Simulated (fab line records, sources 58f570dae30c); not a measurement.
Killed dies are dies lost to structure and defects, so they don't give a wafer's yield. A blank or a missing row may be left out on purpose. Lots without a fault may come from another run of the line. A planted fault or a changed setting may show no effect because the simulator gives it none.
Split-lot experiment | flow berkeley_cmos170 | 5 lots, 23 wafers read, on a route of 331 steps

THE SPLIT
At UCB170_GATE_CVD_04 (deposits poly-Si from SiH4, time 1440 s, target thk 214 nm), the setting sih4_flow_sccm was moved away from the recipe's 120 sccm on 15 of the 23 wafers read, by +6.8% to +12.1%. The other wafers ran this setting at the recipe's value.

The file shows no step between the split and the reading.

THE READING
GATE_POLY_THK, in nm, at UCB170_GATE_THK_MEAS_05. Fault-free wafers of this fab line usually give 213.8 nm, standard deviation 2.2 nm.

wafer  | tool, chamber at the split | sih4_flow_sccm as run, sccm | against the recipe | GATE_POLY_THK, nm | against lot-mates on the recipe
L075.1 | -, -                       | 120                         | recipe             | 214.8             | -
L075.2 | -, -                       | 120                         | recipe             | 213.1             | -
L075.3 | -, -                       | 120                         | recipe             | 214.8             | -
L075.5 | -, -                       | 120                         | recipe             | 213.7             | -
L075.6 | -, -                       | 120                         | recipe             | 214.0             | -
L077.1 | -, -                       | 128.2                       | +6.8%              | 229.7             | no lot-mate on the recipe
L077.2 | -, -                       | 128.2                       | +6.8%              | 231.2             | no lot-mate on the recipe
L077.3 | -, -                       | 128.2                       | +6.8%              | 231.8             | no lot-mate on the recipe
L077.4 | -, -                       | 128.2                       | +6.8%              | 231.3             | no lot-mate on the recipe
L077.6 | -, -                       | 128.2                       | +6.8%              | 230.7             | no lot-mate on the recipe
L079.1 | lpcvd-01, 0                | 120                         | recipe             | 213.3             | -
L079.2 | lpcvd-01, 0                | 120                         | recipe             | 212.5             | -
L079.5 | lpcvd-01, 0                | 120                         | recipe             | 212.0             | -
L084.1 | -, -                       | 134.5                       | +12.1%             | 238.8             | no lot-mate on the recipe
L084.2 | -, -                       | 134.5                       | +12.1%             | 236.9             | no lot-mate on the recipe
L084.3 | -, -                       | 134.5                       | +12.1%             | 238.1             | no lot-mate on the recipe
L084.5 | -, -                       | 134.5                       | +12.1%             | 236.1             | no lot-mate on the recipe
L084.6 | -, -                       | 134.5                       | +12.1%             | 239.7             | no lot-mate on the recipe
L085.1 | -, -                       | 133.1                       | +10.9%             | 234.7             | no lot-mate on the recipe
L085.2 | -, -                       | 133.1                       | +10.9%             | 236.2             | no lot-mate on the recipe
L085.3 | -, -                       | 133.1                       | +10.9%             | 235.6             | no lot-mate on the recipe
L085.4 | -, -                       | 133.1                       | +10.9%             | 234.1             | no lot-mate on the recipe
L085.6 | -, -                       | 133.1                       | +10.9%             | 234.6             | no lot-mate on the recipe

THE FIT
A straight line over all 23 wafers: GATE_POLY_THK changes by +2.01 nm for each +1% of sih4_flow_sccm; r = +0.98; the points scatter about the line by 1.9 nm.
Too few moved wafers have a lot-mate on the recipe to fit a line with each lot's own level taken away.

THE WHOLE CHAIN: every reading that the file lists as answering this split, in the file's order
step                    | what it does                                               | reading                                                                        | change (the file's fit)              | r (the file's)
UCB170_GATE_CVD_04      | deposits poly-Si from SiH4, time 1440 s, target thk 214 nm | poly-Si_of_GATE_CVD_04.thk_nm (the simulator's own value, which no gauge read) | +2.01 nm for each +1% of the setting | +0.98
UCB170_GATE_THK_MEAS_05 |                                                            | GATE_POLY_THK                                                                  | +2.01 for each +1% of the setting    | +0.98

THE FILE'S OWN FIT
GATE_POLY_THK changes by +2.01 nm for each +1% of sih4_flow_sccm, r = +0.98.
